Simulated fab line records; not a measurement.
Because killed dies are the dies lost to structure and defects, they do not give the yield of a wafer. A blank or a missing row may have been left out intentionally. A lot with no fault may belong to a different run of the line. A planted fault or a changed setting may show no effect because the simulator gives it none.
Comparing a struck lot with a sound one | flow berkeleyCmos170 | 16 steps out of a route of 331
Sound: wafers L768.1, L768.4, L768.5. Struck: wafers L777.4, L777.5, L777.6. At the end, the cause is stated.
For every step that has rows: the tool of each side, followed by ch and its chambers, followed by its first start. Under that, the readings that differ: sound wafers | struck wafers | difference of the means | sigmas: that difference in standard deviations of wafers without a fault.
alike: readings whose means differ by less than 2 such deviations, and words and numbers that are the same on both sides. not compared: withheld readings, readings that some wafer has no value for, bounds like >300 that may hide the same value, and numbers for which the record gives no deviation and whose values overlap.
A row with sigmas, a row that says differs or no value, or rows on one side alone: a step with any of these is where the two part. Numbers that have no deviation but don't overlap get no sigmas and don't part them. A reading that every wafer of one side lacks parts them only if that side has two wafers or more.

first, 3 steps without rows for these wafers: UCB170_PWELL_EXPOSE_10 (exposes mask PWELL, target cd 3000 nm); UCB170_PWELL_PEB_11; UCB170_PWELL_DEVELOP_12 (develop time 43.91 s).
UCB170_PWELL_OVL_MEAS_13:
  sound on overlay-01 at day 3 23:46; struck on overlay-02 at day 5 18:46
  alike: PWELL_OVL
UCB170_PWELL_ETCH_14: etches Si3N4 in CH3F/Ar/O2, stops on SiO2, target depth 242 nm, time 151 s.
  sound on rieDiel-02 ch 0,1,3, day 3 23:49; struck on rieDiel-02 ch 0,2,3, day 5 18:47
  alike: drypumpMotorCurrentA, oesProductAu, throttleValvePct
  not compared: rfHoursCounterH
next, for these wafers, 1 step has no rows: UCB170_PWELL_IMPLANT_15.
UCB170_PWELL_STRIP_16: strips in O2.
  sound on plasmaAsher-01 ch 0,1, day 4 00:04; struck on plasmaAsher-02 ch 0,1, day 5 19:08
  alike: drypumpMotorCurrentA, oesProductAu, stripTimeToEndpointS
  not compared: rfHoursCounterH
UCB170_PWELL_TW_MEAS_17:
  sound on filmMetro-01 at day 4 00:10; struck on filmMetro-01 at day 5 19:13
  alike: PWELL_TW
then, 4 steps without rows for these wafers: UCB170_PWELL_CLEAN_18 (cleans in SPM, time 600 s); UCB170_PWELL_WET_ETCH_19 (etches Si3N4 in H3PO4, time 14400 s); UCB170_PWELL_WET_ETCH_20 (etches SiO2 in BOE, time 22 s); UCB170_WELLDRIVE_CLEAN_00 (cleans in SPM, time 600 s).
UCB170_WELLDRIVE_OXIDATION_01: target thk 199 nm, ox time 9000 s.
  sound on furnace-01 ch 0, day 4 06:55; struck on furnace-01 ch 0, day 6 04:43
reading                                         | sound                | struck               | difference | sigmas
spikeTcCentreC (C)                              | 1099.6 1100.9 1100.9 | 1120.1 1118.8 1120.2 | +19.2      | +15
spikeTcLoadC (C)                                | 1123 1126 1123       | 1144 1144 1143       | +20        | +5
spikeTcSourceC (C)                              | 1125.0 1125.2 1126.2 | 1146.1 1145.2 1145.5 | +20.1      | +10
tubeCenterTempC (C)                             | 1100 1100 1100       | 1120.1 1120 1119.8   | +20.0      | +99 or more
tube_center_temp_C_max                          | 1102.8 1103.3 1102.3 | 1123.5 1122.5 1122.4 | +20.0      | +43
model.SiO2_of_WELLDRIVE_OXIDATION_01.thkNm (nm) | 203.8 201.7 204      | 226.2 224.9 221.9    | +21.2      | 
  alike: zonePowerLoadPct, zonePowerSourcePct
UCB170_WELLDRIVE_THK_MEAS_02:
  sound on filmMetro-03 at day 4 10:25; struck on filmMetro-03 at day 6 08:14
reading                  | sound       | struck      | difference | sigmas
WELLDRIVE_OXIDE_THK (nm) | 204 202 204 | 226 225 222 | +21        | +5
then, 1 step without rows for these wafers: UCB170_WELLDRIVE_ANNEAL_03 (time 900 s).
UCB170_M3_PROBE_99:
  the record has rows for the sound wafers here (prober-01, day 9 05:56) and none for the struck ones

## WHERE THEY PART
First at UCB170_WELLDRIVE_OXIDATION_01; last, within this record, at UCB170_M3_PROBE_99.

WHY: what had been put in by the simulator
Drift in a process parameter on furnace-01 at UCB170_WELLDRIVE_OXIDATION_01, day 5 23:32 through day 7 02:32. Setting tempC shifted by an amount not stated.
